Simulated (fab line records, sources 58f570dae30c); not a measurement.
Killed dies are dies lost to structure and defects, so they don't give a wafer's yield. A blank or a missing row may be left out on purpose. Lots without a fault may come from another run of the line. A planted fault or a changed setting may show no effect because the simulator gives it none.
Which tool did it? | flow berkeley_cmos170 | 7 lots, 21 wafers sampled, at 4 steps of a route of 331

WHAT THE GAUGES READ, wafer by wafer
UCB170_ACTIVE_CD_MEAS_90: target cd 1200 nm.
lot  | measured    | on        | cd_nm (nm)
L679 | day 5 07:30 | cd_sem-01 | 1199.7 1201.3 1200.9
L680 | day 5 19:42 | cd_sem-01 | 1201.9 1198.9 1201.0
L683 | day 6 13:11 | cd_sem-02 | 1198.6 1198.5 1198.2
L686 | day 6 21:14 | cd_sem-01 | 1199.2 1199.9 1199.5
L689 | day 7 05:53 | cd_sem-02 | 1199.5 1198.2 1200.3
L695 | day 8 11:32 | cd_sem-02 | 1201.2 1201.5 1202.8
L700 | day 9 16:55 | cd_sem-02 | 1201.0 1200.2 1202.1

WHICH TOOL RAN EACH LOT (tool, then ch and the chambers of the sampled wafers, then the start)
lot  | UCB170_PWELL_STRIP_16               | UCB170_ACTIVE_ETCH_15             | UCB170_ACTIVE_STRIP_16
L679 | plasma_asher-01 ch 0,1, day 4 00:04 | rie_diel-03 ch 1,2, day 5 07:17   | plasma_asher-04 ch 0,1, day 5 07:23
L680 | plasma_asher-02 ch 0,1, day 4 07:19 | rie_diel-04 ch 2,3, day 5 19:30   | plasma_asher-02 ch 0,1, day 5 19:36
L683 | plasma_asher-02 ch 0,1, day 5 01:23 | rie_diel-04 ch 1,2,3, day 6 12:59 | plasma_asher-03 ch 0,1, day 6 13:05
L686 | plasma_asher-04 ch 0,1, day 5 09:26 | rie_diel-03 ch 0,2, day 6 21:02   | plasma_asher-03 ch 0,1, day 6 21:08
L689 | plasma_asher-02 ch 0,1, day 5 19:21 | rie_diel-03 ch 0,2,3, day 7 05:38 | plasma_asher-02 ch 0,1, day 7 05:44
L695 | plasma_asher-04 ch 0,1, day 7 00:37 | rie_diel-04 ch 2,3, day 8 11:20   | plasma_asher-03 ch 0,1, day 8 11:26
L700 | plasma_asher-01 ch 0,1, day 8 03:09 | rie_diel-04 ch 0,2, day 9 16:41   | plasma_asher-02 ch 0,1, day 9 16:47
- UCB170_PWELL_STRIP_16: strips in O2.
- UCB170_ACTIVE_ETCH_15: etches Si3N4 in CH3F/Ar/O2, stops on SiO2, target depth 242 nm, time 151 s.
- UCB170_ACTIVE_STRIP_16: strips in O2.

THE ANSWER, worked out from the rows above alone
Rule: what is usual is taken from the lots themselves. Put in order of their means at a reading, lots are off if they are a third of the lots or fewer, leave a main group of 4 or more, and stand apart from it by a gap of 3 or more times the standard deviation of the main group's means; of several such gaps the widest counts. A main group whose means are all the same, to the digits that the tables above print for the reading, isn't used. A lot without any number at a reading at which 4 lots or more have one is off too. The other lots that the step has rows for count as sound.
No lot is off at any reading shown: from this, nothing can be told.

WHAT THE SIMULATOR HAD PUT IN
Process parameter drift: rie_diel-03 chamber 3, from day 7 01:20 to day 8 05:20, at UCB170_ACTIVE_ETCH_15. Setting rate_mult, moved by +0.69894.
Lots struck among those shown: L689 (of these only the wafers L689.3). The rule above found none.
